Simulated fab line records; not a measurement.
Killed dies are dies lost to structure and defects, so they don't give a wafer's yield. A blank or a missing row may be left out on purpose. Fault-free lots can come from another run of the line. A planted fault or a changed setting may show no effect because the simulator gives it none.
What tool caused it? ; flow rit cmos ; 42 wafers from 14 lots sampled at 5 of the route's 202 steps

## WHAT THE GAUGES SHOWED, per wafer
RIT_ACTIVE_THK_MEAS_02.
lot;measured;on;ACTIVE_OXIDE_THK (nm)
L246;day 1 13:00;film metro-04;50.6 51.4 51.8
L248;day 1 22:04;film metro-01;49.3 49.5 49.8
L250;day 2 08:05;film metro-01;49.5 48.5 49.3
L251;day 2 13:20;film metro-04;49.1 49.2 49.3
L253;day 2 23:46;film metro-03;49.6 49.9 49.4
L254;day 3 04:49;film metro-03;48.4 48.5 47.7
L256;day 3 14:03;film metro-01;48.5 48.1 49.3
L260;day 4 10:25;film metro-01;41.5 41.6 41.7 41.4 41.7 41.6
L261;day 4 15:04;film metro-01;42.0 41.8 41.2 42.0 41.9 41.2
L263;day 5 02:13;film metro-04;48.8 48.7 48.7
L264;day 5 06:04;film metro-01;49.5 49.1 49.9
L265;day 5 11:04;film metro-01;48.1 47.9 48.4
L267;day 5 21:03;film metro-03;49.6 49.2 49.3
L269;day 6 07:03;film metro-04;49.1 48.3 49.0

RIT_FOX2_THK_MEAS_01.
lot;measured;on;FOX2_OXIDE_THK (nm)
L246;day 1 19:49;film metro-03;350 350 351
L248;day 2 07:15;film metro-03;346 350 347
L250;day 2 16:00;film metro-03;341 343 345
L251;day 2 21:34;film metro-02;344 341 338
L253;day 3 06:23;film metro-04;357 356 353
L254;day 3 12:15;film metro-04;345 344 343
L256;day 3 23:22;film metro-04;345 337 343
L260;day 4 19:20;film metro-03;355 355 353
L261;day 4 23:41;film metro-02;348 357 356
L263;day 5 09:08;film metro-04;350 354 354
L264;day 5 13:27;film metro-02;348 346 348
L265;day 5 17:31;film metro-03;339 345 340
L267;day 6 03:22;film metro-02;350 359 361
L269;day 6 13:26;film metro-04;351 346 344

RIT_NRETRO_OVL_MEAS_06.
lot;measured;on;NRETRO_OVL (nm)
L246;day 2 07:22;overlay-01;0.9 1.1 0.4
L248;day 2 17:53;overlay-02;0.8 3.1 3.5
L250;day 3 02:40;overlay-01;4.4 2.2 2.2
L251;day 3 07:56;overlay-01;1.2 0.7 1.1
L253;day 3 16:47;overlay-01;2.8 1.6 2.4
L254;day 3 22:29;overlay-02;1.8 2.0 2.7
L256;day 4 09:36;overlay-02;1.7 -0.4 2.2
L260;day 5 06:30;overlay-01;3.2 4.8 -0.7
L261;day 5 10:47;overlay-01;2.3 1.4 2.3
L263;day 5 19:28;overlay-01;3.5 3.2 3.2
L264;day 6 00:19;overlay-02;0.3 2.1 1.4
L265;day 6 05:02;overlay-01;4.3 1.0 2.1
L267;day 6 14:10;overlay-02;1.5 3.3 2.1
L269;day 7 00:17;overlay-01;-0.2 1.3 -0.7

RIT_PLDD_TW_MEAS_10.
lot;measured;on;PLDD_TW
L246;day 2 22:50;film metro-01;2373 2378 2371
L248;day 3 11:26;film metro-01;2391 2381 2371
L250;day 3 20:53;film metro-01;2371 2386 2377
L251;day 3 21:56;film metro-04;2363 2362 2369
L253;day 4 06:10;film metro-01;2377 2387 2387
L254;day 4 11:59;film metro-01;2386 2373 2377
L256;day 4 22:47;film metro-04;2343 2341 2355
L260;day 5 22:36;film metro-01;2369 2376 2371
L261;day 6 04:39;film metro-04;2363 2351 2364
L263;day 6 09:37;film metro-04;2347 2347 2358
L264;day 6 14:00;film metro-01;2383 2362 2368
L265;day 6 18:32;film metro-03;2352 2362 2362
L267;day 7 04:50;film metro-04;2342 2362 2343
L269;day 7 22:06;film metro-04;2350 2358 2359

## WHAT TOOL EACH LOT RAN ON (gives the tool, then ch and the chambers of the sampled wafers, and finally the start)
lot;RIT_ACTIVE_OXIDATION_01
L246;furnace-03 ch 0, day 1 11:02
L248;furnace-03 ch 0, day 1 20:07
L250;furnace-03 ch 0, day 2 06:08
L251;furnace-02 ch 0, day 2 11:23
L253;furnace-03 ch 0, day 2 21:50
L254;furnace-03 ch 0, day 3 02:53
L256;furnace-03 ch 0, day 3 12:07
L260;furnace-03 ch 0, day 4 08:28
L261;furnace-03 ch 0, day 4 13:07
L263;furnace-04 ch 0, day 5 00:17
L264;furnace-04 ch 0, day 5 04:07
L265;furnace-02 ch 0, day 5 09:07
L267;furnace-02 ch 0, day 5 19:07
L269;furnace-02 ch 0, day 6 05:07
- RIT_ACTIVE_OXIDATION_01: target thk 46.8 nm, ox time 3360 s.

## AS READ BY THE TOOLS THEMSELVES (means over the sampled wafers that have a number; for cases with no such wafer, the mark the record gives instead)
The record holds no such reading with a usual standard deviation.

## THE ANSWER, worked out from the rows above alone
Rule: the usual values come from the lots themselves. Put in order of their means at a reading, lots are off if they are a third of the lots or fewer, leave a main group of 4 or more, and stand apart from it by a gap of 3 or more times the standard deviation of the main group's means; of several such gaps the widest counts. If all means in a main group match to the digits the tables above print for the reading, that group is not used. Also off: a lot with no number at a reading for which 4 or more lots have one. The other lots that the step has rows for count as sound. First the gauges in route order, then the tools' own readings, where a lot's mean is used as printed above. At the first step where some lot is off, the reading lying furthest off is the one used; lots without a number count as furthest.
Off: L260, L261, seen at RIT_ACTIVE_THK_MEAS_02 (ACTIVE_OXIDE_THK). Main group: mean 49.2 nm, sd 0.79.
If a tool, at a process step before that reading, ran all the lots that are off and no sound lot after the first of them, it fits. The gauges at RIT_ACTIVE_THK_MEAS_02 are tried like those tools. One fits: furnace-03 at RIT_ACTIVE_OXIDATION_01. Its last sound lot is L256 (day 3 12:07), its first lot that is off L260 (day 4 08:28): a fault that began between those two fits.

## WHAT WAS PUT IN BY THE SIMULATOR
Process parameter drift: furnace-03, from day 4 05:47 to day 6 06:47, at RIT_ACTIVE_OXIDATION_01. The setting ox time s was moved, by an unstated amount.
Shown lots that were struck: L260, L261. Same finding as the rule above.
